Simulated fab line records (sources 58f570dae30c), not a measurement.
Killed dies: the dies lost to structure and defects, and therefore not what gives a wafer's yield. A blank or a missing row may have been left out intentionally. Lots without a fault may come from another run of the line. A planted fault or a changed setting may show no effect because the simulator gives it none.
Which tool did it? -- flow berkeley-cmos170 -- 42 wafers from 14 lots sampled at 4 of the route's 331 steps

WHAT THE GAUGES READ, wafer by wafer
UCB170_NWELL_TW_MEAS_16.
lot,measured,on,NWELL_TW
L907,day 2 15:49,film-metro-01,1242 1239 1240
L908,day 2 21:56,film-metro-04,1243 1245 1240
L909,day 3 06:26,film-metro-04,1234 1239 1243
L911,day 3 19:06,film-metro-01,1236 1237 1244
L912,day 4 00:35,film-metro-02,1267 1269 1270
L914,day 4 10:43,film-metro-04,1233 1230 1224
L915,day 4 10:58,film-metro-04,1229 1235 1240
L916,day 4 17:23,film-metro-01,1141 1133 1139
L918,day 5 00:25,film-metro-01,1141 1143 1131
L919,day 5 05:41,film-metro-02,1261 1263 1262
L922,day 5 18:46,film-metro-01,1237 1243 1247
L924,day 6 04:07,film-metro-02,1253 1264 1264
L927,day 7 02:01,film-metro-04,1241 1234 1248
L928,day 7 08:13,film-metro-01,1226 1233 1231

UCB170_PWELL_THK_MEAS_06.
lot,measured,on,PWELL_NITRIDE_THK (nm)
L907,day 3 08:35,film-metro-04,219.3 220.9 219.8
L908,day 3 15:45,film-metro-04,219.9 222.1 220.8
L909,day 3 22:47,film-metro-03,220.8 219.7 221.0
L911,day 4 11:45,film-metro-03,221.7 221.5 220.7
L912,day 4 18:45,film-metro-04,216.3 216.4 215.9
L914,day 5 01:14,film-metro-02,215.6 214.4 216.5
L915,day 5 01:15,film-metro-03,221.1 220.6 220.0
L916,day 5 06:35,film-metro-03,218.0 220.3 219.4
L918,day 5 12:50,film-metro-04,220.9 220.8 220.6
L919,day 6 00:52,film-metro-03,221.5 222.2 220.6
L922,day 6 08:25,film-metro-04,220.2 218.5 221.3
L924,day 7 00:56,film-metro-04,224.7 222.1 222.8
L927,day 7 17:25,film-metro-03,218.9 220.0 221.4
L928,day 8 00:02,film-metro-04,220.8 220.4 219.1

EACH LOT AND THE TOOL THAT RAN IT (in order: tool; ch and the chambers of the sampled wafers; start)
lot,UCB170_NWELL_ETCH_13,UCB170_NWELL_IMPLANT_14
L907,"rie-diel-04 ch 0,2,3, day 2 15:26","implanter-04 ch 0, day 2 15:35"
L908,"rie-diel-04 ch 0,2, day 2 21:35","implanter-01 ch 0, day 2 21:41"
L909,"rie-diel-04 ch 0,2, day 3 06:05","implanter-04 ch 0, day 3 06:11"
L911,"rie-diel-04 ch 0,2,3, day 3 18:45","implanter-04 ch 0, day 3 18:51"
L912,"rie-diel-03 ch 2,3, day 4 00:14","implanter-01 ch 0, day 4 00:21"
L914,"rie-diel-04 ch 2,3, day 4 10:22","implanter-04 ch 0, day 4 10:28"
L915,"rie-diel-01 ch 0,1,2, day 4 10:37","implanter-03 ch 0, day 4 10:44"
L916,"rie-diel-04 ch 2,3, day 4 17:02","implanter-04 ch 0, day 4 17:08"
L918,"rie-diel-03 ch 0,1,3, day 5 00:03","implanter-04 ch 0, day 5 00:10"
L919,"rie-diel-04 ch 0,1,3, day 5 05:19","implanter-03 ch 0, day 5 05:26"
L922,"rie-diel-03 ch 0,1, day 5 18:25","implanter-03 ch 0, day 5 18:31"
L924,"rie-diel-01 ch 0,1,3, day 6 03:46","implanter-03 ch 0, day 6 03:52"
L927,"rie-diel-04 ch 2,3, day 7 01:38","implanter-01 ch 0, day 7 01:49"
L928,"rie-diel-01 ch 0,2,3, day 7 07:51","implanter-03 ch 0, day 7 07:58"
- UCB170_NWELL_ETCH_13: etches Si3N4 in CH3F/Ar/O2, stops on SiO2, target depth 246.4 nm, time 154 s.
- UCB170_NWELL_IMPLANT_14

WHAT THE TOOLS THEMSELVES READ (means of the sampled wafers that have a number; where no wafer has one, the mark that the record gives instead)
UCB170_NWELL_ETCH_13.
lot,tool,drypump-motor-current-A (A),oes-product-au (a.u.),throttle-valve-pct (%)
L907,rie-diel-04,5.4,0.925,8.01
L908,rie-diel-04,5.6,0.932,7.91
L909,rie-diel-04,5.6,0.934,7.87
L911,rie-diel-04,5.4,0.933,8.02
L912,rie-diel-03,5.6,0.948,8.04
L914,rie-diel-04,5.3,0.913,8.15
L915,rie-diel-01,5.5,0.927,8.09
L916,rie-diel-04,5.3,0.926,8.16
L918,rie-diel-03,5.8,0.965,8.02
L919,rie-diel-04,5.2,0.924,8.10
L922,rie-diel-03,6.1,0.967,8.03
L924,rie-diel-01,5.6,0.934,8.15
L927,rie-diel-04,5.3,0.924,8.16
L928,rie-diel-01,5.6,0.930,8.10

UCB170_NWELL_IMPLANT_14.
lot,tool,beam-on-s (s),faraday-current-uA
L907,implanter-04,10.10,31.4
L908,implanter-01,9.96,31.9
L909,implanter-04,10.05,31.5
L911,implanter-04,10.04,31.7
L912,implanter-01,10.04,31.6
L914,implanter-04,10.06,31.7
L915,implanter-03,9.89,32.0
L916,implanter-04,7.71,41.2
L918,implanter-04,7.78,40.7
L919,implanter-03,10.15,31.1
L922,implanter-03,10.08,31.5
L924,implanter-03,9.87,32.0
L927,implanter-01,10.05,31.6
L928,implanter-03,9.84,32.2

THE ANSWER, worked out from the rows above alone
Rule: what is usual is taken from the lots themselves. Put in order of their means at a reading, lots are off if they are a third of the lots or fewer, leave a main group of 4 or more, and stand apart from it by a gap of 3 or more times the standard deviation of the main group's means; of several such gaps the widest counts. Not used: any main group whose means are identical at the precision the tables above print for the reading. Also off: a lot with no number at a reading for which 4 or more lots have one. All remaining lots with rows at the step are treated as sound. Order of review: gauges by route order, followed by the tools' own readings, for which a lot's mean as printed above is used. At the first step where some lot is off, the reading lying furthest off is the one used; lots without a number count as furthest.
Off: L916, L918, seen at UCB170_NWELL_TW_MEAS_16 (NWELL_TW). The main group: mean 1244, standard deviation 12.
A tool fits if, at a process step before that reading, it ran every lot that is off, and no sound lot after the first of them. Not tried: the gauges at UCB170_NWELL_TW_MEAS_16; whatever is off there is also off at UCB170_NWELL_IMPLANT_14, on other tools, and gauge error can't account for it. One fits: UCB170_NWELL_IMPLANT_14 on implanter-04. Its last sound lot is L914 (day 4 10:28), its first lot that is off L916 (day 4 17:08): a fault that began between those two fits.
The tool's own readings at UCB170_NWELL_IMPLANT_14 bear it out: on the lots that are off they differ by more than 5 times the standard deviation of the sound lots' means. beam-on-s reads 7.75 s there against 10.01 s on the sound lots; faraday-current-uA reads 41.0 there against 31.7 on the sound lots.

WHAT THE SIMULATOR HAD INSERTED
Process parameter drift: implanter-04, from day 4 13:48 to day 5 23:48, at UCB170_NWELL_IMPLANT_14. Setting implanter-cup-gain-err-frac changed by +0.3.
Struck lots among those shown: L916, L918. The rule above reached the same finding.
